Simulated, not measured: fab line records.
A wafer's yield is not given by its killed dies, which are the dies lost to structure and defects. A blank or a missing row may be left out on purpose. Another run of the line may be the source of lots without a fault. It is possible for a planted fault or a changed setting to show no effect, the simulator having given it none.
Split-lot study | flow ritCmos | 23 wafers read across 5 lots, on a route 202 steps long

== ON THE SPLIT ==
At RIT_NLDD_IMPLANT_08, the setting energyKev was moved away from the recipe's 20 on 5 of the 23 wafers read, by -5.5% to +5.8%. This setting was run at the recipe's value on the other wafers.

== FROM SPLIT TO READING: 1 step shown by the file between the two ==
- RIT_NLDD_STRIP_09: strips in O2, time 180 s

== THE READING ==
NLDD_TW, at RIT_NLDD_TW_MEAS_10. Fault-free wafers of this fab line usually give 2480, standard deviation 17.

wafer  | tool, chamber at the split | energyKev as run | against the recipe | NLDD_TW | against lot-mates on the recipe
L074.1 | implanter-01, 0            | 20               | recipe             | 2487    | -
L074.2 | implanter-01, 0            | 20               | recipe             | 2478    | -
L074.3 | implanter-01, 0            | 20               | recipe             | 2486    | -
L074.5 | implanter-01, 0            | 20               | recipe             | 2496    | -
L074.6 | implanter-01, 0            | 20               | recipe             | 2485    | -
L075.2 | implanter-02, 0            | 21.16            | +5.8%              | 2532    | +54
L075.3 | implanter-02, 0            | 21.16            | +5.8%              | 2538    | +60
L075.4 | implanter-02, 0            | 20               | recipe             | 2474    | -
L075.5 | implanter-02, 0            | 21.16            | +5.8%              | 2537    | +58
L075.6 | implanter-02, 0            | 20               | recipe             | 2483    | -
L076.1 | implanter-02, 0            | 20               | recipe             | 2453    | -
L076.2 | implanter-02, 0            | 20               | recipe             | 2455    | -
L076.4 | implanter-02, 0            | 20               | recipe             | 2455    | -
L076.5 | implanter-02, 0            | 20               | recipe             | 2465    | -
L076.6 | implanter-02, 0            | 20               | recipe             | 2459    | -
L078.1 | implanter-02, 0            | 20               | recipe             | 2488    | -
L078.4 | implanter-02, 0            | 20               | recipe             | 2488    | -
L078.5 | implanter-02, 0            | 20               | recipe             | 2485    | -
L084.1 | implanter-02, 0            | 20               | recipe             | 2465    | -
L084.2 | implanter-02, 0            | 18.89            | -5.5%              | 2422    | -37
L084.4 | implanter-02, 0            | 18.89            | -5.5%              | 2411    | -48
L084.5 | implanter-02, 0            | 20               | recipe             | 2457    | -
L084.6 | implanter-02, 0            | 20               | recipe             | 2455    | -

THE FIT
A straight line over all 23 wafers: NLDD_TW changes by +10.6 for each +1% of energyKev; r = +0.91; the points scatter about the line by 13.
The same after taking each lot's own level away (the mean of its wafers on the recipe; 23 wafers): +8.97 for each +1%; r = +0.98; scatter 5.3.
The reading moves by 52 for the largest change in energyKev, on that fit.
Measured against the standard deviation above, the lots' own levels, which go from 2457.4 to 2487.0, span 1.7 times it.
In other words, the slope is changed by the lot-to-lot level; the two fits disagree.
Check: with one of the wafers moved furthest among these (+5.8%) left out of the fit, the line predicts +53.3 for it against its lot-mates. Against them it came out at +53.5.

== ADDITIONAL SPLITS CARRIED BY THESE WAFERS ==
Note: prior to the reading, these wafers also went through further splits. Each is held against what the fit with the lots' levels taken away leaves over:
other split on the same wafers | wafers away from the commonest value | r with NLDD_TW (lot level and that fit taken away)
RIT_ACTIVE_EXPOSE_08 doseMj    | 5                                    | +0.27
RIT_FOX2_OXIDATION_00 oxTimeS  | 15                                   | +0.17
RIT_PRETRO_COAT_01 resistThkNm | 7                                    | +0.01
RIT_GATE_CVD_08 pressureMtorr  | 10                                   | +0.19
RIT_GATE_EXPOSE_13 doseMj      | 6                                    | +0.13
RIT_GATE_ETCH_19 rfW           | 7                                    | -0.19

== THE WHOLE CHAIN: every reading that the file lists as answering this split, in the file's order ==
step                | what it does | reading                                                        | change (the file's fit)                | r (the file's)
RIT_NLDD_IMPLANT_08 |              | implant.rpNm (the simulator's own value, which no gauge read)  | +0.188 nm for each +1% of the setting  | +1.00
RIT_NLDD_IMPLANT_08 |              | implant.drpNm (the simulator's own value, which no gauge read) | +0.0782 nm for each +1% of the setting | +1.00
RIT_NLDD_TW_MEAS_10 |              | NLDD_TW                                                        | +8.78 for each +1% of the setting      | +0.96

== THE FILE'S OWN FIT ==
NLDD_TW changes by +8.78 for each +1% of energyKev, r = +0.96.
